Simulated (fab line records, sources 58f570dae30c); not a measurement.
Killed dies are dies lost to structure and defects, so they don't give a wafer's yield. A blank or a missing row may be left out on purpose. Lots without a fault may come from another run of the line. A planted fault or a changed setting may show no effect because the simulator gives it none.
One fault seen from 2 desks | flow berkeley_cmos170 | each desk has only its own numbers; what lay behind them comes last

THE TOOL OWNER'S DESK: rie_metal-04
The tool's own readings at UCB170_M3_METAL_ETCH_18 (etches Al in Cl2/BCl3, stops on SiO2, target depth 1170 nm, time 195 s): means of the sampled wafers that have a number, for each lot that ran on this tool. A lot is out of limits, marked OUT, if its mean lies more than 4 standard deviations from the usual mean; the brackets give that distance.
Columns: A = drypump_motor_current_A at UCB170_M3_METAL_ETCH_18, usual 5.9 A; B = oes_product_au at UCB170_M3_METAL_ETCH_18, usual 0.854 a.u.; C = rf_fwd_power_W at UCB170_M3_METAL_ETCH_18, usual 597.7 W; D = throttle_valve_pct at UCB170_M3_METAL_ETCH_18, usual 24.42 %
lot  | first seen here | A   | B     | C               | D
L339 | day 7 20:31     | 6.0 | 0.867 | 599.6           | 24.37
L344 | day 9 06:29     | 6.1 | 0.870 | 598.2           | 24.37
L348 | day 10 08:08    | 6.0 | 0.854 | 677.0 (+44) OUT | 24.41
L351 | day 10 12:23    | 6.0 | 0.857 | 679.5 (+45) OUT | 24.40
This desk's finding: out of limits on L348, L351; first on L348, day 10 08:08 (rf_fwd_power_W at UCB170_M3_METAL_ETCH_18). In limits: L339, L344.

THE METROLOGY DESK
What the gauges read, lot by lot, whatever tool the lot ran on: means of the sampled wafers that have a number. A lot is out of limits, marked OUT, if its mean lies more than 4 standard deviations from the usual mean; the brackets give that distance.
Columns: A = cd_nm at UCB170_M3_CD_MEAS_90, usual 700 nm
lot  | first seen here | A
L339 | day 7 20:48     | 701
L338 | day 7 20:50     | 699
L340 | day 7 21:54     | 704
L343 | day 8 19:49     | 701
L345 | day 9 06:41     | 699
L344 | day 9 06:47     | 698
L348 | day 10 08:26    | 692
L351 | day 10 12:41    | 693
L354 | day 10 18:59    | 703
L352 | day 10 19:20    | 696
L356 | day 11 04:40    | 699
L357 | day 12 06:58    | 699
L359 | day 12 07:58    | 696
L361 | day 12 11:41    | 703
This desk's finding: nothing out of limits on any of the 14 lots.

PUT TOGETHER
The tool owner's desk could have raised an alarm at day 10 08:08, on L348, L351.
The metrology desk saw nothing out of limits.
The metrology desk has L348, L351 on record, within its limits.
Of the lots named, all ran UCB170_M3_METAL_ETCH_18 on rie_metal-04.

WHAT THE SIMULATOR HAD PUT IN
Process parameter drift: rie_metal-04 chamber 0, from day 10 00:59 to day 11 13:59, at UCB170_M3_METAL_ETCH_18. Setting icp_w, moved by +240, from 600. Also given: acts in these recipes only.
Lots struck among those shown: L348, L351.
Hours from the fault's start to each desk's first reading out of limits: the tool owner's desk, 7.
